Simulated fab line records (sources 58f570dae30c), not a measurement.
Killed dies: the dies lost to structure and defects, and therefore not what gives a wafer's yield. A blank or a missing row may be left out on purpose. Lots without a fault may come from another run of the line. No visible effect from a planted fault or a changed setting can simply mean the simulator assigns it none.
What tool caused it? | flow berkeley cmos170 | 42 wafers from 14 lots sampled at 5 of the route's 331 steps

WHAT EACH GAUGE READ, for each wafer
UCB170_PLDD_OVL_MEAS_07.
lot  | measured     | on         | PLDD_OVL (nm)
L947 | day 6 00:13  | overlay-02 | 0 2 9
L949 | day 6 02:50  | overlay-02 | -4 0 -2
L948 | day 6 02:56  | overlay-01 | 2 -5 5
L950 | day 6 14:21  | overlay-02 | -3 1 1
L952 | day 6 14:56  | overlay-02 | 6 -1 2
L953 | day 7 06:45  | overlay-01 | 4 -2 1
L957 | day 8 02:43  | overlay-01 | 6 3 12
L960 | day 8 16:48  | overlay-02 | -2 2 -10
L963 | day 9 12:55  | overlay-02 | 2 -4 0
L964 | day 9 20:19  | overlay-02 | -1 1 -2
L965 | day 10 01:16 | overlay-02 | -8 -3 -9
L966 | day 10 01:35 | overlay-01 | 6 6 5
L967 | day 10 01:49 | overlay-02 | -6 -2 -6
L969 | day 11 07:38 | overlay-02 | -2 2 6

UCB170_NSD_TW_MEAS_10.
lot  | measured     | on            | NSD_TW
L947 | day 6 10:05  | film metro-03 | 4226 4225 4220
L949 | day 6 17:44  | film metro-03 | 4219 4227 4217
L948 | day 6 17:34  | film metro-02 | 4201 4203 4182
L950 | day 7 01:01  | film metro-01 | 4203 4217 4195
L952 | day 7 01:18  | film metro-02 | 4207 4198 4186
L953 | day 7 17:02  | film metro-02 | 4189 4193 4222
L957 | day 8 17:47  | film metro-03 | 300 302 293
L960 | day 9 04:05  | film metro-01 | 291 286 294
L963 | day 10 03:56 | film metro-02 | 4235 4244 4207
L964 | day 10 07:54 | film metro-01 | 4176 4202 4181
L965 | day 10 15:39 | film metro-03 | 4197 4221 4208
L966 | day 10 16:01 | film metro-03 | 4203 4216 4213
L967 | day 10 16:16 | film metro-02 | 4215 4220 4200
L969 | day 11 18:28 | film metro-01 | 4199 4221 4234

WHICH TOOL RAN EACH LOT (tool, then ch and the chambers of the sampled wafers, then the start)
lot  | UCB170_PLDD_STRIP_10                 | UCB170_SPACER_CVD_00            | UCB170_NSD_DEVELOP_05
L947 | plasma asher-02 ch 0, day 6 00:34    | pecvd-01 ch 0,1,2, day 6 02:53  | litho track-02 ch 0, day 6 09:00
L949 | plasma asher-01 ch 0,1, day 6 03:10  | pecvd-03 ch 0,1,2, day 6 05:50  | litho track-01 ch 0, day 6 17:00
L948 | plasma asher-03 ch 0,1, day 6 03:17  | pecvd-04 ch 1,2, day 6 06:33    | litho track-02 ch 0, day 6 17:00
L950 | plasma asher-02 ch 0,1, day 6 14:41  | pecvd-03 ch 0,1,2, day 6 17:01  | litho track-04 ch 0, day 7 00:00
L952 | plasma asher-01 ch 0,1, day 6 15:17  | pecvd-03 ch 1,2, day 6 17:42    | litho track-04 ch 0, day 7 00:00
L953 | plasma asher-01 ch 0,1, day 7 07:05  | pecvd-04 ch 0,2, day 7 10:10    | litho track-02 ch 0, day 7 16:00
L957 | plasma asher-01 ch 0,1, day 8 03:03  | pecvd-01 ch 0,1, day 8 05:49    | litho track-04 ch 0, day 8 17:00
L960 | plasma asher-03 ch 0,1, day 8 17:08  | pecvd-01 ch 0,1,2, day 8 19:43  | litho track-04 ch 0, day 9 03:00
L963 | plasma asher-03 ch 0,1, day 9 13:17  | pecvd-01 ch 0,2, day 9 15:26    | litho track-02 ch 0, day 10 03:00
L964 | plasma asher-01 ch 0,1, day 9 20:40  | pecvd-01 ch 1,2, day 9 22:55    | litho track-01 ch 0, day 10 07:00
L965 | plasma asher-02 ch 0,1, day 10 01:36 | pecvd-01 ch 0,1,2, day 10 03:46 | litho track-01 ch 0, day 10 15:00
L966 | plasma asher-01 ch 0,1, day 10 01:57 | pecvd-03 ch 0,2, day 10 04:02   | litho track-02 ch 0, day 10 15:00
L967 | plasma asher-02 ch 0,1, day 10 02:10 | pecvd-04 ch 0,1, day 10 04:21   | litho track-02 ch 0, day 10 15:00
L969 | plasma asher-02 ch 0, day 11 07:59   | pecvd-04 ch 0,1, day 11 10:08   | litho track-02 ch 0, day 11 17:00
- UCB170_PLDD_STRIP_10: strips in O2.
- UCB170_SPACER_CVD_00: deposits SiO2 from TEOS/O2, target thk 376 nm, time 47 s.
- UCB170_NSD_DEVELOP_05: develop time 45 s.

AS READ BY THE TOOLS THEMSELVES (means over the sampled wafers that have a number; for cases with no such wafer, the mark the record gives instead)
UCB170_PLDD_STRIP_10.
lot  | tool            | drypump motor current A (A) | oes product au (a.u.) | strip time to endpoint s (s)
L947 | plasma asher-02 | 5.9                         | 0.731                 | 21.66
L949 | plasma asher-01 | 5.7                         | 0.731                 | 21.62
L948 | plasma asher-03 | 5.7                         | 0.733                 | 21.76
L950 | plasma asher-02 | 5.0                         | 0.737                 | 21.60
L952 | plasma asher-01 | 5.7                         | 0.737                 | 21.55
L953 | plasma asher-01 | 5.8                         | 0.738                 | 21.62
L957 | plasma asher-01 | 5.8                         | 0.733                 | 21.63
L960 | plasma asher-03 | 5.7                         | 0.730                 | 21.74
L963 | plasma asher-03 | 5.7                         | 0.735                 | 21.59
L964 | plasma asher-01 | 5.7                         | 0.735                 | 21.63
L965 | plasma asher-02 | 5.5                         | 0.734                 | 21.52
L966 | plasma asher-01 | 5.8                         | 0.734                 | 21.60
L967 | plasma asher-02 | 5.0                         | 0.735                 | 21.55
L969 | plasma asher-02 | 5.9                         | 0.738                 | 21.68

UCB170_SPACER_CVD_00.
lot  | tool     | heater power w (W)
L947 | pecvd-01 | 293
L949 | pecvd-03 | 246
L948 | pecvd-04 | 235
L950 | pecvd-03 | 219
L952 | pecvd-03 | 225
L953 | pecvd-04 | 248
L957 | pecvd-01 | 235
L960 | pecvd-01 | 249
L963 | pecvd-01 | 279
L964 | pecvd-01 | 256
L965 | pecvd-01 | 274
L966 | pecvd-03 | 197
L967 | pecvd-04 | 202
L969 | pecvd-04 | 220

UCB170_NSD_DEVELOP_05.
lot  | tool           | chill plate temp C (C) | developer temp C (C) | exhaust pa (Pa)
L947 | litho track-02 | 23.09                  | 20.92                | 44.7
L949 | litho track-01 | 23.03                  | 20.97                | 45.2
L948 | litho track-02 | 22.97                  | 20.89                | 44.5
L950 | litho track-04 | 23.14                  | 20.91                | 46.3
L952 | litho track-04 | 22.94                  | 20.95                | 44.8
L953 | litho track-02 | 23.20                  | 21.03                | 44.7
L957 | litho track-04 | 23.02                  | 21.10                | 45.2
L960 | litho track-04 | 22.92                  | 21.03                | 43.5
L963 | litho track-02 | 23.02                  | 20.96                | 46.7
L964 | litho track-01 | 23.04                  | 20.86                | 45.0
L965 | litho track-01 | 22.94                  | 20.96                | 44.4
L966 | litho track-02 | 23.05                  | 21.02                | 45.7
L967 | litho track-02 | 23.11                  | 20.85                | 44.6
L969 | litho track-02 | 22.82                  | 21.12                | 45.6

THE ANSWER, worked out from the rows above alone
Rule: usual is defined by the lots themselves. Put in order of their means at a reading, lots are off if they are a third of the lots or fewer, leave a main group of 4 or more, and stand apart from it by a gap of 3 or more times the standard deviation of the main group's means; of several such gaps the widest counts. A main group is skipped when, at the precision printed for the reading in the tables above, its means are all equal. Also off: a lot with no number at a reading for which 4 or more lots have one. All remaining lots with rows at the step are treated as sound. After the gauges, taken in route order, come the tools' own readings; for these a lot's mean is taken, as printed above. At the first step where some lot is off, the reading lying furthest off is the one used; lots without a number count as furthest.
Off: L957, L960, at UCB170_NSD_TW_MEAS_10 (NSD_TW). Mean 4209 and standard deviation 12 in the main group.
If a tool, at a process step before that reading, ran all the lots that are off and no sound lot after the first of them, it fits. The gauges at UCB170_NSD_TW_MEAS_10 are tried like those tools. One fits: litho track-04 at UCB170_NSD_DEVELOP_05. A fault onset in the window from L950 (day 7 00:00, its last sound lot) to L957 (day 8 17:00, its first lot off) fits.

WHAT THE SIMULATOR HAD INSERTED
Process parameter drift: litho track-04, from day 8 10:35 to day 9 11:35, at UCB170_NSD_DEVELOP_05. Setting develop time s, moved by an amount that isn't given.
Struck lots among those shown: L957, L960. This agrees with what the rule above found.
